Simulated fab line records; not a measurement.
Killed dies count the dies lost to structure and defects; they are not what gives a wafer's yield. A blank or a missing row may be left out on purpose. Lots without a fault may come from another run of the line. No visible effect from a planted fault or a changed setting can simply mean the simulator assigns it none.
The tool behind it: which one? | flow ritCmos | Sampling: 12 lots, 36 wafers, 3 of 202 route steps

WHAT EACH GAUGE READ, for each wafer
RIT_WELLDRIVE_RS_MEAS_01: measurement is done with a four-point probe.
lot  | measured    | on           | NWELL_RS (ohm/sq)
L131 | day 2 09:54 | filmMetro-02 | 271.9 271.9 271.5
L132 | day 2 11:19 | filmMetro-04 | 271.9 271.8 271.2
L133 | day 2 14:56 | filmMetro-04 | 272.1 271.4 271.5
L134 | day 2 21:58 | filmMetro-04 | 270.5 270.4 270.2
L135 | day 3 01:05 | filmMetro-03 | 273.7 272.9 273.3
L138 | day 3 16:40 | filmMetro-04 | 271.5 271.4 272.1
L143 | day 4 17:38 | filmMetro-02 | 317.5 317.6 317.6
L144 | day 4 22:50 | filmMetro-02 | 315.6 315.8 315.5
L146 | day 5 09:01 | filmMetro-03 | 271.3 270.8 271.9
L148 | day 5 16:43 | filmMetro-04 | 272.2 270.9 271.8
L151 | day 6 08:46 | filmMetro-02 | 272.6 272.9 272.0
L153 | day 6 18:47 | filmMetro-03 | 270.9 271.3 271.3

RIT_WELLDRIVE_RS_MEAS_02: measurement is done with a four-point probe.
lot  | measured    | on           | PWELL_RS (ohm/sq)
L131 | day 2 10:01 | filmMetro-02 | 428.8 429.1 427.1
L132 | day 2 11:26 | filmMetro-04 | 429.0 428.8 429.0
L133 | day 2 15:04 | filmMetro-04 | 429.9 430.8 431.2
L134 | day 2 22:05 | filmMetro-04 | 428.5 429.8 428.5
L135 | day 3 01:13 | filmMetro-03 | 428.5 427.9 428.2
L138 | day 3 16:47 | filmMetro-04 | 430.7 430.9 429.9
L143 | day 4 17:45 | filmMetro-02 | 475.7 477.7 477.1
L144 | day 4 22:58 | filmMetro-02 | 475.5 473.6 476.5
L146 | day 5 09:08 | filmMetro-03 | 428.2 427.1 427.1
L148 | day 5 16:50 | filmMetro-04 | 429.3 430.9 429.6
L151 | day 6 08:53 | filmMetro-02 | 429.4 428.4 426.3
L153 | day 6 18:55 | filmMetro-03 | 429.5 429.1 428.7

EACH LOT AND THE TOOL THAT RAN IT (in order: tool; ch and the chambers of the sampled wafers; start)
lot  | RIT_WELLDRIVE_ANNEAL_00
L131 | furnace-03 ch 0, day 2 04:47
L132 | furnace-02 ch 0, day 2 06:13
L133 | furnace-03 ch 0, day 2 09:52
L134 | furnace-02 ch 0, day 2 16:51
L135 | furnace-01 ch 0, day 2 19:58
L138 | furnace-02 ch 0, day 3 11:33
L143 | furnace-03 ch 0, day 4 12:31
L144 | furnace-03 ch 0, day 4 17:46
L146 | furnace-01 ch 0, day 5 03:56
L148 | furnace-01 ch 0, day 5 11:38
L151 | furnace-01 ch 0, day 6 03:41
L153 | furnace-01 ch 0, day 6 13:41
- RIT_WELLDRIVE_ANNEAL_00: time 14700 s.

WHAT THE TOOLS THEMSELVES READ (means of the sampled wafers that have a number; where no wafer has one, the mark that the record gives instead)
RIT_WELLDRIVE_ANNEAL_00.
lot  | tool       | runLengthS (s) | tube_center_temp_C_max
L131 | furnace-03 | 18263          | 1103.0
L132 | furnace-02 | 18277          | 1102.9
L133 | furnace-03 | 18272          | 1103.1
L134 | furnace-02 | 18271          | 1102.7
L135 | furnace-01 | 18276          | 1103.0
L138 | furnace-02 | 18268          | 1102.5
L143 | furnace-03 | 9444           | 1102.7
L144 | furnace-03 | 9441           | 1102.3
L146 | furnace-01 | 18277          | 1102.6
L148 | furnace-01 | 18276          | 1102.7
L151 | furnace-01 | 18278          | 1103.0
L153 | furnace-01 | 18278          | 1102.7

THE ANSWER, worked out from the rows above alone
Rule: the lots themselves supply what counts as usual. Put in order of their means at a reading, lots are off if they are a third of the lots or fewer, leave a main group of 4 or more, and stand apart from it by a gap of 3 or more times the standard deviation of the main group's means; of several such gaps the widest counts. A main group is skipped when, at the precision printed for the reading in the tables above, its means are all equal. Also off: a lot with no number at a reading for which 4 or more lots have one. The other lots that the step has rows for count as sound. Order of review: gauges by route order, followed by the tools' own readings, for which a lot's mean as printed above is used. The first step at which some lot is off is used, and at that step the reading that is off furthest; a lot without a number counts as furthest.
Off: L143, L144, at RIT_WELLDRIVE_RS_MEAS_01 (NWELL_RS). The main group has a mean of 271.7 ohm/sq with a standard deviation of 0.74.
If a tool, at a process step before that reading, ran all the lots that are off and no sound lot after the first of them, it fits. The gauges at RIT_WELLDRIVE_RS_MEAS_01 aren't tried: what is off there is off at RIT_WELLDRIVE_ANNEAL_00 too, on other tools, and a gauge's error can't cause that. One candidate fits, namely furnace-03 at RIT_WELLDRIVE_ANNEAL_00. A fault onset in the window from L133 (day 2 09:52, its last sound lot) to L143 (day 4 12:31, its first lot off) fits.
The tool's own readings at RIT_WELLDRIVE_ANNEAL_00 bear it out: on the lots that are off they differ by more than 5 times the standard deviation of the sound lots' means. runLengthS reads 9442 s there against 18274 s on the sound lots.

WHAT HAD BEEN PUT IN BY THE SIMULATOR
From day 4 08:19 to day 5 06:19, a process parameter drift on furnace-03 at RIT_WELLDRIVE_ANNEAL_00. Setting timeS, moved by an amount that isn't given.
Shown lots that were struck: L143, L144. The rule above found the same.
